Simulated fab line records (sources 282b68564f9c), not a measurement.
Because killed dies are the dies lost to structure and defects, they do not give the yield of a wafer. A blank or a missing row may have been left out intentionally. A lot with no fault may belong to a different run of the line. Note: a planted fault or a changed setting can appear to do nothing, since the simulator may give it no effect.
fab line records	flow rit_cmos
[record] lots = 6	wafers = 18	last_day = 7
route steps=202 shown ACTIVE@1 FOX1@20 FOX2@23 M1@202
lots that met no fault: taken from a fault-free run of the same line
start_h: the number of hours between the record's first day and the start of the first shown wafer of the lot	wait_h: hours elapsed since this lot's preceding step	" unchanged from the row above	L1.1+2: a row that stands for several wafers	- no value present, or no start provided	* or withheld: withheld	< > ~ a bound
route shown NAME@n: names a module that has steps shown in the file, with the first one's number in the route	usual: mean/standard deviation taken from wafers without a fault	same: alike in all rows	chamber/n: place in a boat	sites: per-site readings	_std_site: standard deviation across them	_edge_site: mean of outer sites minus mean of inner sites	radius_mm: how far each site lies from the wafer's centre	mask NAME#n: copy n	behind: the last tool/chamber to shape the wafer	hold: cause of the lot's hold/its duration in hours/its outcome	device: the transistor (n, p or np) that didn't switch	end of line: the same wafers' tests at the end of the route	a step without rows: its recipe alone	killed: not the wafer's yield, but the dies lost to structure and defects at the first sort	map: the dies of a wafer, with x for killed, . for not killed, _ for no die there
set.NAME: the setting as run; set.NAME@STEP: as run at that earlier step	model.NAME: the simulator's own value behind a step, which no gauge read
a table for each step, a row for each wafer; lots at some steps of the route
services: when a tool's chamber went out of use (start_h, in hours from the record's first day, below 0 if earlier), for how many hours, and the reason
[[steps]]
[step RIT_ACTIVE_BOW_MEAS_00]
[recipe] mode = bow
[usual] INCOMING_BOW = 0/6.7
lot.wafer	tool	chamber	start_h	wait_h	INCOMING_BOW[um]
L276.2	film_metro-02	-	30.02	-	-11
L276.3	"	-	"	"	6
L276.5	"	-	"	"	1
L283.1	film_metro-03	-	65.00	-	-5
L283.2	"	-	"	"	-7
L283.3	"	-	"	"	3
L284.1	film_metro-01	-	70.00	-	0
L284.2	"	-	"	"	-5
L284.6	"	-	"	"	1
L289.1	film_metro-03	-	95.00	-	1
L289.3	"	-	"	"	-15
L289.5	"	-	"	"	-2
L290.1	film_metro-02	-	100.17	-	-1
L290.2	"	-	"	"	7
L290.4	"	-	"	"	4
L292.3	film_metro-02	-	110.04	-	5
L292.5	"	-	"	"	-2
L292.6	"	-	"	"	-3
[step RIT_ACTIVE_OXIDATION_01]
[recipe] temp_c = 1000	ambient = O2	target_thk_a = 468	ox_time_s = 3513
[usual] zone_power_load_pct = 33.5/2.1
lot.wafer	tool	chamber	start_h	wait_h	zone_power_load_pct	model.SiO2_of_ACTIVE_OXIDATION_01.thk_nm
L276.2	furnace-02	0	30.12	0.1	31.7	47.33
L276.3	"	0	"	"	31.9	48.27
L276.5	"	0	"	"	31.8	47.8
L283.1	furnace-04	0	65.12	0.1	36.4	49.44
L283.2	"	0	"	"	36.1	49.59
L283.3	"	0	"	"	36.0	48.81
L284.1	furnace-02	0	70.12	0.1	31.8	47.46
L284.2	"	0	"	"	32.1	47.88
L284.6	"	0	"	"	31.9	47.25
L289.1	furnace-02	0	95.12	0.1	32.3	53.92
L289.3	"	0	"	"	31.6	54.48
L289.5	"	0	"	"	32.1	54.51
L290.1	furnace-02	0	100.29	0.1	32.0	55.14
L290.2	"	0	"	"	31.7	55.67
L290.4	"	0	"	"	31.7	55.04
L292.3	furnace-01	0	110.12	0.1	31.3	47.35
L292.5	"	0	"	"	32.0	47.56
L292.6	"	0	"	"	32.1	47.5
[step RIT_ACTIVE_THK_MEAS_02]
[recipe] reads = SiO2_of_ACTIVE_OXIDATION_01
[usual] ACTIVE_OXIDE_THK = 48.1/0.9
lot.wafer	tool	chamber	start_h	wait_h	ACTIVE_OXIDE_THK[nm]
L276.2	film_metro-01	-	32.06	0.0	47.3
L276.3	"	-	"	"	48.3
L276.5	"	-	"	"	47.8
L283.1	film_metro-02	-	67.05	0.0	49.4
L283.2	"	-	"	"	49.6
L283.3	"	-	"	"	48.8
L284.1	film_metro-01	-	72.05	0.0	47.4
L284.2	"	-	"	"	47.9
L284.6	"	-	"	"	47.2
L289.1	film_metro-02	-	97.05	0.0	54.0
L289.3	"	-	"	"	54.5
L289.5	"	-	"	"	54.5
L290.1	film_metro-03	-	102.23	0.0	55.1
L290.2	"	-	"	"	55.7
L290.4	"	-	"	"	55.0
L292.3	film_metro-01	-	112.07	0.0	47.3
L292.5	"	-	"	"	47.6
L292.6	"	-	"	"	47.5
[step RIT_ACTIVE_CVD_03]
[recipe] material = Si3N4	target_thk_nm = 150	temp_c = 810	precursor = SiH2Cl2/NH3	time_s = 1500	pressure_mtorr = 300	sih2cl2_flow_sccm = 60	nh3_flow_sccm = 150
[step RIT_ACTIVE_THK_MEAS_04]
[recipe] reads = Si3N4_of_ACTIVE_CVD_03
[usual] ACTIVE_NITRIDE_THK = 150.1/1.3
lot.wafer	tool	chamber	start_h	wait_h	ACTIVE_NITRIDE_THK[nm]
L276.2	film_metro-02	-	33.54	0.0	149.9
L276.3	"	-	"	"	149.7
L276.5	"	-	"	"	149.6
L283.1	film_metro-02	-	68.53	0.0	150.1
L283.2	"	-	"	"	149.9
L283.3	"	-	"	"	149.1
L284.1	film_metro-01	-	73.53	0.0	149.0
L284.2	"	-	"	"	148.6
L284.6	"	-	"	"	148.5
L289.1	film_metro-02	-	99.05	0.0	152.7
L289.3	"	-	"	"	151.4
L289.5	"	-	"	"	151.6
L290.1	film_metro-02	-	104.00	0.0	149.5
L290.2	"	-	"	"	148.9
L290.4	"	-	"	"	148.4
L292.3	film_metro-02	-	115.00	0.0	148.8
L292.5	"	-	"	"	149.3
L292.6	"	-	"	"	150.0
[step RIT_ACTIVE_HMDS_05]
[recipe] prime_time_s = 60	prime_temp_c = 140
[step RIT_ACTIVE_COAT_06]
[recipe] resist = NOVOLAK	spin_rpm = 3250	resist_thk_nm = 1020
[step RIT_ACTIVE_SOFTBAKE_07]
[recipe] resist = NOVOLAK	temp_c = 90	time_s = 60
[step RIT_ACTIVE_EXPOSE_08]
[recipe] mask_id = M1	na = 0.6	source_shape = conventional	sigma_outer = 0.6	target_cd_nm = 1400	dose_mj = 225
[step RIT_ACTIVE_PEB_09]
[recipe] resist = NOVOLAK	temp_c = withheld	time_s = withheld
[step RIT_ACTIVE_DEVELOP_10]
[recipe] resist = NOVOLAK	develop_time_s = 50	dev_temp_c = 23
[step RIT_ACTIVE_CD_MEAS_11]
[recipe] target_cd_nm = 1400
[usual] cd_nm = 1400.2/2.4
lot.wafer	tool	chamber	start_h	wait_h	cd_nm
L276.2	cd_sem-01	-	34.57	-	1400.3
L276.3	"	-	"	"	1402.2
L276.5	"	-	"	"	1400.7
L283.1	cd_sem-02	-	69.44	-	1399.0
L283.2	"	-	"	"	1397.1
L283.3	"	-	"	"	1399.3
L284.1	cd_sem-01	-	74.56	-	1399.4
L284.2	"	-	"	"	1400.2
L284.6	"	-	"	"	1401.2
L289.1	cd_sem-01	-	99.96	-	1403.2
L289.3	"	-	"	"	1403.0
L289.5	"	-	"	"	1400.7
L290.1	cd_sem-01	-	105.03	-	1403.7
L290.2	"	-	"	"	1403.5
L290.4	"	-	"	"	1404.4
L292.3	cd_sem-02	-	115.93	-	1401.8
L292.5	"	-	"	"	1402.4
L292.6	"	-	"	"	1402.4
[step RIT_ACTIVE_HARDBAKE_12]
[recipe] resist = NOVOLAK	temp_c = 140	time_s = 60
[step RIT_ACTIVE_ETCH_13]
[recipe] stop_on = SiO2	chemistry = SF6	target = Si3N4	time_s = 210	over_etch_frac = 0.4	SF6_flow_sccm = 200	pressure_mtorr = 260	rf_w = 125	target_depth_a = 2100
[usual] drypump_motor_current_A = 5.7/0.51	oes_product_au = 0.824/0.015	throttle_valve_pct = 7.50/0.066
lot.wafer	tool	chamber	start_h	wait_h	drypump_motor_current_A	oes_product_au	rf_hours_counter_h	throttle_valve_pct
L276.2	rie_diel-04	1	34.82	0.1	5.5	0.803	117	7.49
L276.3	"	2	"	"	6.6	0.823	102	7.52
L276.5	"	0	"	"	6.1	0.823	-	7.52
L283.1	rie_diel-04	3	69.90	0.1	5.4	0.815	25	7.48
L283.2	"	0	"	"	6.1	0.821	157	7.53
L283.3	"	2	"	"	6.6	0.821	103	7.51
L284.1	rie_diel-02	3	74.83	0.1	5.3	0.837	67	7.56
L284.2	"	1	"	"	5.3	0.825	151	7.57
L284.6	"	0	"	"	4.8	0.826	-	7.43
L289.1	rie_diel-04	2	100.23	0.1	6.6	0.826	103	7.51
L289.3	"	1	"	"	5.5	0.797	119	7.49
L289.5	"	0	"	"	6.1	0.828	-	7.52
L290.1	rie_diel-02	2	105.30	0.1	6.1	0.838	60	7.54
L290.2	"	3	"	"	5.2	0.851	67	7.57
L290.4	"	1	"	"	5.3	0.827	152	7.59
L292.3	rie_diel-04	2	116.23	0.1	6.6	0.811	-	7.52
L292.5	"	3	"	"	5.5	0.807	-	7.45
L292.6	"	2	"	"	6.6	0.818	-	7.49
[step RIT_ACTIVE_STRIP_14]
[recipe] chemistry = O2	time_s = 180	resist = NOVOLAK	platen_temp_c = withheld	power_w = 500	pressure_mtorr = 4000	o2_flow_sccm = 4000
[usual] drypump_motor_current_A = 5.5/0.4
lot.wafer	tool	chamber	start_h	wait_h	drypump_motor_current_A	rf_hours_counter_h
L276.2	plasma_asher-01	0	34.96	0.1	5.3	34
L276.3	"	0	"	"	5.3	-
L276.5	"	0	"	"	5.3	-
L283.1	plasma_asher-01	0	70.04	0.1	5.3	38
L283.2	"	1	"	"	5.2	38
L283.3	"	0	"	"	5.3	-
L284.1	plasma_asher-01	1	74.97	0.1	5.2	38
L284.2	"	0	"	"	5.3	38
L284.6	"	1	"	"	5.2	-
L289.1	plasma_asher-04	1	100.36	0.1	6.3	47
L289.3	"	1	"	"	6.3	-
L289.5	"	0	"	"	5.6	-
L290.1	plasma_asher-04	1	105.44	0.1	6.3	48
L290.2	"	0	"	"	5.5	48
L290.4	"	0	"	"	5.5	-
L292.3	plasma_asher-02	0	116.42	0.1	5.2	-
L292.5	"	0	"	"	5.2	-
L292.6	"	1	"	"	5.2	-
[step RIT_ACTIVE_CD_MEAS_90]
[recipe] target_cd_nm = 1400
[usual] cd_nm = 1400.2/2.4
lot.wafer	tool	chamber	start_h	wait_h	cd_nm
L276.2	cd_sem-02	-	35.15	0.1	1400.4
L276.3	"	-	"	"	1402.4
L276.5	"	-	"	"	1400.8
L283.1	cd_sem-01	-	70.21	0.1	1398.6
L283.2	"	-	"	"	1397.2
L283.3	"	-	"	"	1398.8
L284.1	cd_sem-02	-	75.14	0.1	1399.4
L284.2	"	-	"	"	1400.4
L284.6	"	-	"	"	1401.2
L289.1	cd_sem-02	-	100.54	0.1	1403.5
L289.3	"	-	"	"	1403.4
L289.5	"	-	"	"	1400.7
L290.1	cd_sem-01	-	105.61	0.1	1403.0
L290.2	"	-	"	"	1403.8
L290.4	"	-	"	"	1404.4
L292.3	cd_sem-01	-	116.58	0.1	1402.1
L292.5	"	-	"	"	1402.7
L292.6	"	-	"	"	1402.9
[step RIT_ACTIVE_CLEAN_15]
[recipe] chemistry = SC1	mix = 3:3:50	time_s = 600	temp_c = 75
[step RIT_ACTIVE_CLEAN_16]
[recipe] chemistry = dHF	dilution = 50:1	time_s = 30
[step RIT_ACTIVE_CLEAN_17]
[recipe] chemistry = SC2	mix = 3:3:50	time_s = 600	temp_c = 75	dry = n2_spin
[step RIT_FOX1_OXIDATION_00]
[recipe] temp_c = 1100	ambient = H2O	target_thk_a = 3507	p_h2o_torr = 720	ox_time_s = 1130
[step RIT_FOX1_THK_MEAS_01]
[recipe] reads = SiO2_of_FOX1_OXIDATION_00
[usual] FOX1_OXIDE_THK = 348/6.3
lot.wafer	tool	chamber	start_h	wait_h	FOX1_OXIDE_THK[nm]
L276.2	film_metro-04	-	37.49	0.0	345
L276.3	"	-	"	"	347
L276.5	"	-	"	"	347
L283.1	film_metro-04	-	72.01	0.0	350
L283.2	"	-	"	"	355
L283.3	"	-	"	"	346
L284.1	film_metro-03	-	77.39	0.0	342
L284.2	"	-	"	"	343
L284.6	"	-	"	"	344
L289.1	film_metro-02	-	102.36	0.0	340
L289.3	"	-	"	"	343
L289.5	"	-	"	"	346
L290.1	film_metro-04	-	107.57	0.0	355
L290.2	"	-	"	"	351
L290.4	"	-	"	"	352
L292.3	film_metro-03	-	118.37	0.0	340
L292.5	"	-	"	"	340
L292.6	"	-	"	"	338
[step RIT_FOX1_WET_ETCH_02]
[recipe] chemistry = BOE	target_depth_nm = 350	time_s = 390	temp_c = 21.5	dry = n2_spin	dilution = 10:1	target = SiO2
[step RIT_FOX2_OXIDATION_00]
[recipe] temp_c = 1100	ambient = H2O	target_thk_a = 3507	p_h2o_torr = 720	ox_time_s = 1130
[step RIT_FOX2_THK_MEAS_01]
[recipe] reads = SiO2_of_FOX2_OXIDATION_00
[usual] FOX2_OXIDE_THK = 351/7.2
lot.wafer	tool	chamber	start_h	wait_h	FOX2_OXIDE_THK[nm]
L276.2	film_metro-04	-	38.98	0.0	360
L276.3	"	-	"	"	358
L276.5	"	-	"	"	357
L283.1	film_metro-04	-	73.50	0.0	344
L283.2	"	-	"	"	351
L283.3	"	-	"	"	348
L284.1	film_metro-03	-	78.88	0.0	340
L284.2	"	-	"	"	344
L284.6	"	-	"	"	343
L289.1	film_metro-04	-	103.87	0.0	357
L289.3	"	-	"	"	346
L289.5	"	-	"	"	356
L290.1	film_metro-03	-	109.44	0.0	351
L290.2	"	-	"	"	356
L290.4	"	-	"	"	347
L292.3	film_metro-04	-	119.87	0.0	341
L292.5	"	-	"	"	336
L292.6	"	-	"	"	339
[step RIT_FOX2_CLEAN_02]
[recipe] chemistry = dHF	dilution = 50:1	time_s = 180
[step RIT_FOX2_WET_ETCH_03]
[recipe] chemistry = H3PO4	target = Si3N4	target_depth_nm = 195	temp_c = 165	time_s = 2700
[usual] bath_heat_duty_pct = 25.0/2.1
lot.wafer	tool	chamber	start_h	wait_h	bath_heat_duty_pct	model.SiO2_of_ACTIVE_OXIDATION_01.thk_nm
L276.2	wet_bench-01	3	39.09	0.0	23.7	42.18
L276.3	"	3	"	"	22.6	43
L276.5	"	3	"	"	21.1	42.58
L283.1	wet_bench-03	3	73.62	0.0	25.7	43.25
L283.2	"	3	"	"	23.3	43.81
L283.3	"	3	"	"	24.0	43.11
L284.1	wet_bench-04	2	79.00	0.0	28.0	42.02
L284.2	"	2	"	"	28.3	41.53
L284.6	"	2	"	"	29.6	40.65
L289.1	wet_bench-04	3	103.99	0.0	24.2	47.73
L289.3	"	3	"	"	26.1	48.27
L289.5	"	3	"	"	26.0	48.27
L290.1	wet_bench-04	3	109.57	0.0	23.3	46.56
L290.2	"	3	"	"	23.9	49.45
L290.4	"	3	"	"	26.6	48.02
L292.3	wet_bench-01	0	119.97	0.0	26.9	42.15
L292.5	"	0	"	"	27.5	41.89
L292.6	"	0	"	"	26.2	42.26
[step RIT_FOX2_THK_MEAS_90]
[recipe] reads = SiO2_of_FOX2_OXIDATION_00
[usual] FIELD_OXIDE_LEFT_1_THK = 323/7.2
lot.wafer	tool	chamber	start_h	wait_h	FIELD_OXIDE_LEFT_1_THK[nm]
L276.2	film_metro-03	-	39.85	0.0	333
L276.3	"	-	"	"	330
L276.5	"	-	"	"	330
L283.1	film_metro-01	-	74.38	0.0	317
L283.2	"	-	"	"	323
L283.3	"	-	"	"	320
L284.1	film_metro-01	-	80.52	0.0	312
L284.2	"	-	"	"	316
L284.6	"	-	"	"	315
L289.1	film_metro-04	-	104.75	0.0	329
L289.3	"	-	"	"	319
L289.5	"	-	"	"	328
L290.1	film_metro-03	-	110.32	0.0	323
L290.2	"	-	"	"	329
L290.4	"	-	"	"	319
L292.3	film_metro-04	-	120.82	0.0	314
L292.5	"	-	"	"	309
L292.6	"	-	"	"	312
[step RIT_M1_PROBE_99]
[usual] killed_at_contacts = 0.1/0.31	killed_at_front_end = 6.3/3	killed_dies = 6.4/3	killed_open = 3/1.9	killed_short = 3.4/1.9
[same] gross_dies = 264	killed_at_M0_to_M3 = 0	killed_at_M4_up = 0	killed_at_back_side = 0	killed_at_other = 0
lot.wafer	tool	chamber	start_h	wait_h	killed_at_contacts	killed_at_front_end	killed_dies	killed_open	killed_short	model.etest.pldd.width_nm	model.etest.nldd.width_nm	model.etest.pplus_sal.width_nm	model.etest.nmos_narrow.drive_ua_um	model.etest.pmos_narrow.drive_ua_um
L276.2	prober-01	-	80.69	0.1	0	6	6	2	4	3162	3151	3441	222.6	101.2
L276.3	prober-01	-	80.74	0.2	0	5	5	2	2	3165	3157	3431	219.1	97.88
L276.5	prober-01	-	80.84	0.2	1	8	9	4	3	3155	3166	3463	218.6	98.27
L283.1	prober-02	-	113.82	0.1	0	8	8	5	3	3162	3143	3440	219.4	98.49
L283.2	prober-02	-	113.87	0.1	0	3	3	1	2	3147	3160	3424	217.9	98.83
L283.3	prober-02	-	113.92	0.2	0	6	6	3	3	3178	3162	3444	222.6	99.96
L284.1	prober-01	-	119.93	0.1	0	11	11	5	6	3180	3203	3446	225.8	100.3
L284.2	prober-01	-	119.98	0.1	0	7	7	4	3	3178	3186	3469	227.9	101.8
L284.6	prober-01	-	120.18	0.2	0	11	11	3	8	3187	3175	3478	228.1	102.8
L289.1	prober-02	-	147.01	0.1	0	7	7	3	4	3133	3107	3422	217.8	98.8
L289.3	prober-02	-	147.11	0.2	1	5	6	1	5	3111	3110	3453	218.5	98.71
L289.5	prober-02	-	147.21	0.2	0	7	7	2	5	3097	3109	3425	213.5	98.96
L290.1	prober-01	-	152.63	0.1	1	4	5	3	2	3068	3069	3408	202.8	89.99
L290.2	prober-01	-	152.68	0.1	0	6	6	3	3	3076	3069	3417	197.4	91.07
L290.4	prober-01	-	152.78	0.2	1	8	9	6	3	3102	3102	3413	203.4	92.57
L292.3	prober-01	-	162.02	0.2	0	7	7	4	3	3193	3193	3463	228.2	105.5
L292.5	prober-01	-	162.12	0.2	0	7	7	5	2	3218	3194	3448	230	106.3
L292.6	prober-01	-	162.17	0.2	1	4	5	1	4	3190	3220	3473	234.7	105.6
// killed by level:class
L276.2 GATE:geometric_particle:short=2 GATE:geometric_particle:open=2 SPACER:geometric_particle:short=2
L276.3 FOX2:geometric_particle:open=1 REOX:geometric_particle:short=1 SPACER:geometric_particle:open=1 SPACER:geometric_particle:short=1 PRETRO:coat_microbubble_printed=1
L276.5 GATE:geometric_particle:open=3 PRETRO:coat_microbubble_printed=2 FOX2:geometric_particle:short=1 REOX:geometric_particle:open=1 REOX:geometric_particle:short=1 CONTACT:geometric_particle:short=1
L283.1 GATE:geometric_particle:open=3 FOX1:geometric_particle:open=2 GATE:geometric_particle:short=1 SPACER:geometric_particle:short=1 SILICIDE:geometric_particle:short=1
L283.2 GATE:geometric_particle:short=2 GATE:geometric_particle:open=1
L283.3 GATE:geometric_particle:open=2 GATE:geometric_particle:short=2 FOX1:geometric_particle:open=1 SILICIDE:geometric_particle:short=1
L284.1 GATE:geometric_particle:open=2 SPACER:geometric_particle:short=2 SILICIDE:geometric_particle:open=2 FOX1:geometric_particle:short=1 FOX1:geometric_particle:open=1 GATE:geometric_particle:short=1 REOX:geometric_particle:short=1 SILICIDE:geometric_particle:short=1
L284.2 GATE:geometric_particle:open=2 FOX1:geometric_particle:open=1 FOX1:geometric_particle:short=1 FOX2:geometric_particle:short=1 GATE:geometric_particle:short=1 SILICIDE:geometric_particle:open=1
L284.6 REOX:geometric_particle:short=5 GATE:geometric_particle:short=3 FOX2:geometric_particle:open=1 REOX:geometric_particle:open=1 SILICIDE:geometric_particle:open=1
L289.1 FOX1:geometric_particle:short=2 GATE:geometric_particle:open=2 FOX1:geometric_particle:open=1 FOX2:geometric_particle:short=1 REOX:geometric_particle:short=1
L289.3 FOX1:geometric_particle:short=2 GATE:geometric_particle:short=2 ACTIVE:geometric_particle:open=1 CONTACT:geometric_particle:short=1
L289.5 FOX2:geometric_particle:short=1 GATE:geometric_particle:open=1 GATE:geometric_particle:short=1 REOX:geometric_particle:open=1 REOX:geometric_particle:short=1 SPACER:geometric_particle:short=1 SILICIDE:geometric_particle:short=1
L290.1 GATE:geometric_particle:short=2 GATE:geometric_particle:open=1 SILICIDE:geometric_particle:open=1 CONTACT:geometric_particle:open=1
L290.2 GATE:geometric_particle:short=3 GATE:geometric_particle:open=3
L290.4 GATE:geometric_particle:open=3 FOX1:geometric_particle:open=1 FOX2:geometric_particle:short=1 REOX:geometric_particle:open=1 REOX:geometric_particle:short=1 SPACER:geometric_particle:open=1 CONTACT:geometric_particle:short=1
L292.3 GATE:geometric_particle:open=1 GATE:geometric_particle:short=1 REOX:geometric_particle:open=1 REOX:geometric_particle:short=1 SPACER:geometric_particle:short=1 SPACER:geometric_particle:open=1 SILICIDE:geometric_particle:open=1
L292.5 FOX1:geometric_particle:open=2 FOX1:geometric_particle:short=1 GATE:geometric_particle:open=1 REOX:geometric_particle:open=1 SPACER:geometric_particle:open=1 SILICIDE:geometric_particle:short=1
L292.6 SPACER:geometric_particle:short=2 ACTIVE:geometric_particle:short=1 GATE:geometric_particle:open=1 CONTACT:geometric_particle:short=1
[[services]]
tool	chamber	start_h	hours	kind
plasma_asher-02	-	23.58	2.8	pm
rie_diel-02	-	41.06	2.5	repair
rie_diel-04	0	48.14	1.9	repair
furnace-01	-	54.76	3.2	pm
plasma_asher-04	-	57.82	14.6	pm
plasma_asher-04	-	74.78	2.2	repair
plasma_asher-02	-	77.73	3.1	repair
rie_diel-04	0	85.20	5.6	repair
furnace-02	-	97.05	3.2	pm
plasma_asher-01	-	98.54	2.8	pm
rie_diel-04	0	104.63	-	clean
rie_diel-04	0	104.63	23.6	scheduled_down
rie_diel-04	0	104.63	23.6	vent_cycle
plasma_asher-01	-	108.75	9.0	pm
plasma_asher-01	0	108.75	9.5	vent_cycle
plasma_asher-01	1	108.75	9.5	vent_cycle
plasma_asher-01	-	109.09	9.1	repair
plasma_asher-04	-	114.19	2.8	repair
rie_diel-04	1	115.23	7.2	repair
plasma_asher-01	0	117.75	-	clean
plasma_asher-01	1	117.75	-	clean
[[key]]
[first_sign] step = RIT_ACTIVE_THK_MEAS_02	reading = ACTIVE_OXIDE_THK	direction = up	sigmas = 7.4	usual = 48.1	struck = 54.8
effect none on later readings
[model_effect] step = RIT_ACTIVE_OXIDATION_01	value = SiO2_of_ACTIVE_OXIDATION_01.thk_nm	without = 49.18	struck = 54.79
[model_effect] step = RIT_FOX2_WET_ETCH_03	value = SiO2_of_ACTIVE_OXIDATION_01.thk_nm	without = 43.08	struck = 48.05
[model_effect] step = RIT_M1_PROBE_99	value = etest.pldd.width_nm	without = 3161	struck = 3098
met_at RIT_ACTIVE_OXIDATION_01
struck_wafers L289.1,L289.3,L289.5,L290.1,L290.2,L290.4
tester_left_out L289,L290
onset_between 70.12 95.12
[fault] kind = process_parameter_drift	tool = furnace-02	chamber = -	onset_h = 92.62	steps = RIT_ACTIVE_OXIDATION_01	channel = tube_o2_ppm	offset = 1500	shape = step	end_h = 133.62
// tester_left_out: of these lots the tester's yield and bins aren't shown, on N5 and GAA mostly nor the transistor test; their killed dies are dies lost to structure and defects alone, not to doping, threshold or leakage, so they don't give the yield
